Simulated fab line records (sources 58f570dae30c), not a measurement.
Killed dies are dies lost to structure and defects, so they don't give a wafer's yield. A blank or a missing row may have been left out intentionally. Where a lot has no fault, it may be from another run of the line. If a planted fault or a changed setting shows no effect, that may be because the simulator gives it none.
Check of tool commonality    flow berkeleyCmos170    Sample size 14 lots and 48 wafers

REASON IT WAS OPENED
Flagged at UCB170_PSD_CD_MEAS_06: reading cdNm, on 2 of 14 lots. Fault-free wafers read 1199.8 nm, with a standard deviation of 1.3.
Rule: a lot is flagged in two cases, either no wafer of it has a number, or all its wafers with numbers fall more than 4 standard deviations from that mean. The rest of the lots are taken to be sound.

lot   measured      on        cdNm (nm), wafer by wafer                  flag
L598  day 8 02:15   cdSem-02  1200.6 1200.9 1201.1                       
L599  day 8 02:23   cdSem-02  1199.6 1200.7 1199.6                       
L600  day 8 02:31   cdSem-02  1199.1 1199.1 1198.8                       
L602  day 8 08:44   cdSem-02  1199.6 1201.3 1200.7                       
L601  day 8 09:03   cdSem-01  1200.8 1201.1 1201.7                       
L605  day 8 21:57   cdSem-02  1199.7 1200.1 1201.6                       
L603  day 8 22:11   cdSem-02  1201.3 1202.4 1200.0                       
L607  day 9 14:10   cdSem-02  1197.7 1197.4 1198.0                       
L616  day 11 15:19  cdSem-01  1189.7 1188.2 1189.3 1189.5 1188.2 1189.7  FLAGGED
L617  day 11 15:25  cdSem-02  1199.5 1200.3 1199.6                       
L614  day 11 15:33  cdSem-01  1190.5 1191.8 1191.1 1190.3 1191.8 1190.3  FLAGGED
L620  day 12 14:58  cdSem-01  1198.2 1199.4 1198.3                       
L618  day 12 15:16  cdSem-02  1198.6 1198.9 1200.0                       
L619  day 12 15:50  cdSem-02  1199.3 1201.5 1199.9                       
On average the flagged lots' numbers are 1190.0 nm, which is -9.8 nm against the usual, or -8 standard deviations.

WHICH TOOL EACH LOT WENT THROUGH
The record keeps 1 process step preceding the reading, out of 331 steps on the route. Read each cell as the tool, then ch plus the chambers that the sampled wafers visited, then the start.
lot   flag     UCB170_PSD_PEB_04
L598           lithoTrack-02 ch 0, day 8 01:59
L599           lithoTrack-03 ch 0, day 8 02:06
L600           lithoTrack-02 ch 0, day 8 02:14
L602           lithoTrack-03 ch 0, day 8 08:28
L601           lithoTrack-03 ch 0, day 8 08:47
L605           lithoTrack-02 ch 0, day 8 21:41
L603           lithoTrack-01 ch 0, day 8 21:55
L607           lithoTrack-02 ch 0, day 9 13:53
L616  FLAGGED  lithoTrack-01 ch 0, day 11 15:03
L617           lithoTrack-03 ch 0, day 11 15:08
L614  FLAGGED  lithoTrack-01 ch 0, day 11 15:17
L620           lithoTrack-03 ch 0, day 12 14:41
L618           lithoTrack-03 ch 0, day 12 14:59
L619           lithoTrack-03 ch 0, day 12 15:34
What is done by these steps:
- UCB170_PSD_PEB_04
- UCB170_PSD_CD_MEAS_06: target cd 1200 nm.

FLAGGED OVER TOTAL, TOOL BY TOOL (the gauges that took the reading come last)
step                   tool           lots run  flagged  share of the flagged lots  sound lots run after its first flagged lot
UCB170_PSD_PEB_04      lithoTrack-01  3         2        all                        0
UCB170_PSD_PEB_04      lithoTrack-02  4         0        none                       -
UCB170_PSD_PEB_04      lithoTrack-03  7         0        none                       -
UCB170_PSD_CD_MEAS_06  cdSem-01       4         2        all                        1 (L620)
UCB170_PSD_CD_MEAS_06  cdSem-02       10        0        none                       -

WHAT THE TABLE PERMITS
Every flagged lot went through 2 rows of the table: lithoTrack-01 at UCB170_PSD_PEB_04 and cdSem-01 at UCB170_PSD_CD_MEAS_06.
- lithoTrack-01 at UCB170_PSD_PEB_04: 2 of its 3 lots flagged. A fault beginning between L603 (day 8 21:55), its last sound lot, and L616 (day 11 15:03), its first flagged one, fits the data. Its own readings lie more than 4 standard deviations out on every wafer of the flagged lots: heaterPowerTotalW, plateTempC.
- cdSem-01 at UCB170_PSD_CD_MEAS_06: 2 of its 4 lots flagged. After the first flagged lot (L620), sound lots still ran on it; a lasting fault on the whole tool would not permit that.
Left over: one tool, lithoTrack-01 at UCB170_PSD_PEB_04.

WHAT THE SIMULATOR HAD INSERTED
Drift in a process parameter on lithoTrack-01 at UCB170_PSD_PEB_04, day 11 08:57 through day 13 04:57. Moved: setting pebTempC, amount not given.
Lots struck among those shown: L616, L614. This agrees with what the rule above found.
